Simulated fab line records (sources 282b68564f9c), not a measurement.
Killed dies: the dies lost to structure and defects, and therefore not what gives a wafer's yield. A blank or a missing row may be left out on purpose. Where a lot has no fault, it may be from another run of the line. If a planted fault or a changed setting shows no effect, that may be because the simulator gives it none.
Which tool was responsible? -- flow rit cmos -- 13 lots with 39 wafers sampled at 6 steps, on a route of 202 steps

== WHAT THE GAUGES SHOWED, per wafer ==
RIT_GATE_THK_MEAS_09. Usual: GATE_POLY_THK gives 249.6 nm (standard deviation 2.1).
lot,measured,on,GATE_POLY_THK (nm),flag
L557,day 2 16:56,film metro-04,252.2 247.7 249.6,
L558,day 2 18:44,film metro-04,250.3 248.1 249.3,
L559,day 2 23:37,film metro-01,247.3 247.9 246.8,
L560,day 3 06:25,film metro-03,248.4 248.3 246.5,
L561,day 3 08:03,film metro-01,250.1 249.0 250.8,
L562,day 3 13:52,film metro-03,251.7 252.5 251.8,
L563,day 3 19:20,film metro-01,246.9 246.4 244.7,
L567,day 4 17:56,film metro-01,249.1 251.3 251.2,
L573,day 5 21:35,film metro-03,275.7 276.0 276.0,OFF
L574,day 6 00:49,film metro-03,250.8 251.9 249.1,
L575,day 6 05:48,film metro-01,248.1 248.2 248.3,
L576,day 6 10:56,film metro-03,245.7 248.2 248.7,
L580,day 7 07:13,film metro-01,250.0 249.0 248.8,

RIT_GATE_CD_MEAS_90: target cd 150 nm. Usual: cd nm at 149.7 nm, with a standard deviation of 2.7.
lot,measured,on,cd nm (nm),flag
L557,day 2 18:37,cd sem-02,149.5 149.8 148.4,
L558,day 2 20:24,cd sem-02,149.9 149.4 148.9,
L559,day 3 01:25,cd sem-02,147.8 147.5 147.9,
L560,day 3 08:07,cd sem-02,149.3 151.6 149.0,
L561,day 3 09:46,cd sem-02,152.7 154.6 154.6,
L562,day 3 15:35,cd sem-01,146.6 147.0 149.3,
L563,day 3 20:59,cd sem-01,149.0 148.8 148.6,
L567,day 4 19:26,cd sem-02,149.8 150.6 148.2,
L573,day 5 23:06,cd sem-01,150.9 150.6 150.8,
L574,day 6 02:26,cd sem-01,147.5 146.1 146.1,
L575,day 6 07:18,cd sem-01,144.9 144.4 146.6,
L576,day 6 12:29,cd sem-02,148.2 146.4 149.0,
L580,day 7 09:02,cd sem-01,148.9 148.8 149.2,

RIT_SDANNEAL_RS_MEAS_07: the measuring method here is four-point-probe. Usual: NLDD_RS gives 151.8 ohm/sq (standard deviation 0.57).
lot,measured,on,NLDD_RS (ohm/sq),flag
L557,day 3 07:02,film metro-01,151.9 151.7 151.5,
L558,day 3 10:16,film metro-01,151.3 152.1 151.2,
L559,day 3 13:57,film metro-04,152.1 151.6 151.4,
L560,day 3 20:28,film metro-04,151.1 150.9 151.5,
L561,day 3 22:22,film metro-01,151.2 151.7 151.7,
L562,day 4 05:05,film metro-04,151.8 152.0 152.4,
L563,day 4 10:23,film metro-04,152.6 152.2 152.6,
L567,day 5 08:09,film metro-02,151.2 151.1 151.0,
L573,day 6 11:28,film metro-02,152.0 151.7 151.9,
L574,day 6 15:33,film metro-01,152.6 152.7 152.3,
L575,day 6 20:09,film metro-02,151.5 151.7 151.4,
L576,day 7 01:16,film metro-04,151.4 151.5 150.6,
L580,day 7 21:19,film metro-01,151.4 151.5 151.5,

== EACH LOT AND THE TOOL THAT RAN IT (in order: tool; ch and the chambers of the sampled wafers; start) ==
lot,RIT_ACTIVE_STRIP_14,RIT_GATE_CVD_08,RIT_GATE_ETCH_19
L557,"plasma asher-03 ch 0,1, day 1 14:59","lpcvd-01 ch 0, day 2 15:19","rie si-01 ch 0,1, day 2 18:17"
L558,"plasma asher-02 ch 1, day 1 19:58","lpcvd-02 ch 1, day 2 17:07","rie si-02 ch 1,3, day 2 20:05"
L559,"plasma asher-03 ch 0,1, day 2 01:46","lpcvd-01 ch 1, day 2 21:59","rie si-01 ch 1,2, day 3 01:08"
L560,"plasma asher-04 ch 0,1, day 2 07:41","lpcvd-01 ch 1, day 3 04:47","rie si-02 ch 0,2, day 3 07:49"
L561,"plasma asher-03 ch 0,1, day 2 12:26","lpcvd-01 ch 0, day 3 06:25","rie si-01 ch 0,2, day 3 09:26"
L562,"plasma asher-04 ch 0,1, day 2 16:40","lpcvd-02 ch 1, day 3 12:15","rie si-02 ch 0,1,2, day 3 15:18"
L563,"plasma asher-04 ch 0,1, day 2 21:27","lpcvd-02 ch 0, day 3 17:43","rie si-01 ch 0,1,2, day 3 20:40"
L567,"plasma asher-04 ch 0,1, day 3 16:53","lpcvd-01 ch 0, day 4 16:19","rie si-01 ch 0,1,2, day 4 19:08"
L573,"plasma asher-04 ch 0,1, day 4 22:54","lpcvd-02 ch 0, day 5 19:56","rie si-02 ch 0,1,3, day 5 22:47"
L574,"plasma asher-04 ch 0,1, day 5 03:50","lpcvd-02 ch 1, day 5 23:12","rie si-01 ch 0,1,3, day 6 02:10"
L575,"plasma asher-03 ch 0,1, day 5 08:58","lpcvd-01 ch 1, day 6 04:11","rie si-02 ch 1,2, day 6 07:01"
L576,"plasma asher-03 ch 0,1, day 5 13:55","lpcvd-02 ch 1, day 6 09:19","rie si-01 ch 0,2,3, day 6 12:11"
L580,"plasma asher-04 ch 0,1, day 6 09:50","lpcvd-01 ch 1, day 7 05:35","rie si-01 ch 0,1,2, day 7 08:44"
- RIT_ACTIVE_STRIP_14: strips in O2, time 180 s.
- RIT_GATE_CVD_08: deposits poly-Si from SiH4, target thk 250 nm, time 2220 s.
- RIT_GATE_ETCH_19: etches poly-Si in SF6/CHF3/O2, stops on SiO2, time 165 s, target depth 312.5 nm.

== WHAT THE TOOLS THEMSELVES READ (means of the sampled wafers that have a number; where no wafer has one, the mark that the record gives instead) ==
RIT_ACTIVE_STRIP_14. Usual: drypump motor current A at 5.6 A, with a standard deviation of 0.34.
lot,tool,drypump motor current A (A),flag
L557,plasma asher-03,5.7,
L558,plasma asher-02,6.2,
L559,plasma asher-03,5.7,
L560,plasma asher-04,5.7,
L561,plasma asher-03,5.7,
L562,plasma asher-04,5.7,
L563,plasma asher-04,5.4,
L567,plasma asher-04,5.7,
L573,plasma asher-04,5.4,
L574,plasma asher-04,5.4,
L575,plasma asher-03,5.7,
L576,plasma asher-03,5.7,
L580,plasma asher-04,5.4,

RIT_GATE_CVD_08. Usual: sih4 flow sccm at 99.9 sccm, with a standard deviation of 0.31.
lot,tool,sih4 flow sccm (sccm),flag
L557,lpcvd-01,99.7,
L558,lpcvd-02,99.9,
L559,lpcvd-01,100.0,
L560,lpcvd-01,100.3,
L561,lpcvd-01,100.1,
L562,lpcvd-02,99.9,
L563,lpcvd-02,99.6,
L567,lpcvd-01,99.9,
L573,lpcvd-02,99.8,
L574,lpcvd-02,100.0,
L575,lpcvd-01,100.1,
L576,lpcvd-02,99.8,
L580,lpcvd-01,100.4,

RIT_GATE_ETCH_19. Usual: O2_flow_sccm 4.999 sccm, standard deviation 0.015; drypump motor current A 5.7 A, standard deviation 0.5; oes product au 0.846 a.u., standard deviation 0.016; throttle valve pct 10.18 %, standard deviation 0.1.
lot,tool,O2_flow_sccm (sccm),drypump motor current A (A),oes product au (a.u.),throttle valve pct (%),flag
L557,rie si-01,4.988,5.4,0.847,10.13,
L558,rie si-02,5.018,5.5,0.853,10.16,
L559,rie si-01,5.012,5.3,0.843,10.16,
L560,rie si-02,4.985,6.5,0.845,10.12,
L561,rie si-01,5.016,5.3,0.843,10.12,
L562,rie si-02,5.013,6.3,0.858,10.11,
L563,rie si-01,4.992,5.3,0.835,10.15,
L567,rie si-01,4.997,5.4,0.843,10.15,
L573,rie si-02,4.995,5.9,0.919,10.18,OFF
L574,rie si-01,5.015,5.5,0.842,10.22,
L575,rie si-02,4.996,5.9,0.838,10.10,
L576,rie si-01,4.995,5.4,0.833,10.22,
L580,rie si-01,4.993,5.3,0.842,10.15,

== THE ANSWER, worked out from the rows above alone ==
Rule: a lot is off if the mean of its wafers that have a number lies more than 3 standard deviations from the usual mean. A lot without any number at a reading at which 4 lots or more have one is off too. The other lots that the step has rows for count as sound. After the gauges, taken in route order, come the tools' own readings; for these a lot's mean is taken, as printed above. The first step at which some lot is off is used, and at that step the reading that is off furthest; a lot without a number counts as furthest.
Off: L573, seen at RIT_GATE_THK_MEAS_09 (GATE_POLY_THK).
A tool fits if, at a process step before that reading, it ran every lot that is off, and no sound lot after the first of them. Not tried: the gauges at RIT_GATE_THK_MEAS_09; whatever is off there is also off at RIT_GATE_ETCH_19, on other tools, and gauge error can't account for it. No candidate that was tried fits.

== WHAT THE SIMULATOR HAD PUT IN ==
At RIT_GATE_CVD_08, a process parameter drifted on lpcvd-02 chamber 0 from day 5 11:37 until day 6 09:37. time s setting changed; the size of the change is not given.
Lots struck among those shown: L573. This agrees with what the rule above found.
